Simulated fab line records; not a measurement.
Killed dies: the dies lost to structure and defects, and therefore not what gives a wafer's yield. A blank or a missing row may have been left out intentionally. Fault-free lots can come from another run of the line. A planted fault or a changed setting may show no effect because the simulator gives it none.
Split-lot trial | flow berkeleyCmos170 | 23 wafers read from 5 lots, route of 331 steps

## SPLIT DETAILS
At UCB170_V2_CVD_00 (deposits SiO2 from TEOS/O2, target thk 2000 nm, time 250 s), the setting timeS was moved away from the recipe's 250 s on 11 of the 23 wafers read, by -8.5% to +6.2%. For the rest of the wafers, this setting stayed at what the recipe calls for.

Between the split and the reading, the file records no step.

## THE READING
Values of V2_TEOS_THK in nm from UCB170_V2_THK_MEAS_01. On this fab line, fault-free wafers typically give 2009 nm with a standard deviation of 26 nm.

wafer  | tool, chamber at the split | timeS as run, s | against the recipe | V2_TEOS_THK, nm | against lot-mates on the recipe
L074.1 | pecvd-03, 0                | 229.6           | -8.2%              | 1858            | -182
L074.2 | pecvd-03, 2                | 250             | recipe             | 2034            | -
L074.3 | pecvd-03, 1                | 229.6           | -8.2%              | 1845            | -195
L074.4 | pecvd-03, 0                | 250             | recipe             | 2035            | -
L074.5 | pecvd-03, 1                | 250             | recipe             | 2050            | -
L079.1 | pecvd-02, 1                | 250             | recipe             | 1979            | -
L079.5 | pecvd-02, 2                | 250             | recipe             | 2000            | -
L079.6 | pecvd-02, 0                | 250             | recipe             | 2035            | -
L078.1 | pecvd-02, 0                | 260.4           | +4.2%              | 2073            | +76
L078.2 | pecvd-02, 1                | 250             | recipe             | 1981            | -
L078.3 | pecvd-02, 2                | 260.4           | +4.2%              | 2046            | +48
L078.5 | pecvd-02, 1                | 250             | recipe             | 2014            | -
L078.6 | pecvd-02, 2                | 260.4           | +4.2%              | 2097            | +100
L084.1 | pecvd-02, 1                | 228.7           | -8.5%              | 1849            | -189
L084.2 | pecvd-02, 2                | 228.7           | -8.5%              | 1816            | -222
L084.3 | pecvd-02, 2                | 228.7           | -8.5%              | 1839            | -199
L084.4 | pecvd-02, 1                | 250             | recipe             | 2042            | -
L084.6 | pecvd-02, 1                | 250             | recipe             | 2034            | -
L085.1 | pecvd-03, 2                | 265.5           | +6.2%              | 2117            | +136
L085.2 | pecvd-03, 1                | 265.5           | +6.2%              | 2104            | +122
L085.3 | pecvd-03, 0                | 250             | recipe             | 1956            | -
L085.5 | pecvd-03, 2                | 265.5           | +6.2%              | 2155            | +174
L085.6 | pecvd-03, 0                | 250             | recipe             | 2007            | -

FIT RESULTS
A straight line over all 23 wafers: V2_TEOS_THK changes by +19.2 nm for each +1% of timeS; r = +0.96; the points scatter about the line by 26 nm.
The same after taking each lot's own level away (the mean of its wafers on the recipe; 23 wafers): +22.8 nm for each +1%; r = +0.99; scatter 20 nm.
On that fit, the largest move of timeS shifts the reading by 1.9e+02 nm.
Measured against the standard deviation above, the lots' own levels, which go from 1981.5 to 2039.7 nm, span 2.2 times it.
So the slope is not independent of the lot-to-lot level: the two fits are not the same.
Check: for one of the wafers moved furthest among these (-8.5%), held out of the fit, the line's prediction against its lot-mates is -200 nm. Against them it came out at -189 nm.

## FURTHER SPLITS ON THESE WAFERS
These wafers also went through other splits before the reading. Each is held against what the fit with the lots' levels taken away leaves over:
other split on the same wafers | wafers away from the commonest value | r with V2_TEOS_THK (lot level and that fit taken away)
UCB170_V1_EXPOSE_09 doseMj     | 7                                    | +0.17

## THE WHOLE CHAIN: every reading that the file lists as answering this split, in the file's order
step                  | what it does                                               | reading                                                                  | change (the file's fit)              | r (the file's)
UCB170_V2_CVD_00      | deposits SiO2 from TEOS/O2, target thk 2000 nm, time 250 s | SiO2_of_V2_CVD_00.thkNm (the simulator's own value, which no gauge read) | +22.9 nm for each +1% of the setting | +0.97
UCB170_V2_THK_MEAS_01 |                                                            | V2_TEOS_THK                                                              | +22.9 for each +1% of the setting    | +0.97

## THE FILE'S OWN FIT
V2_TEOS_THK changes by +22.9 nm for each +1% of timeS, r = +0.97.
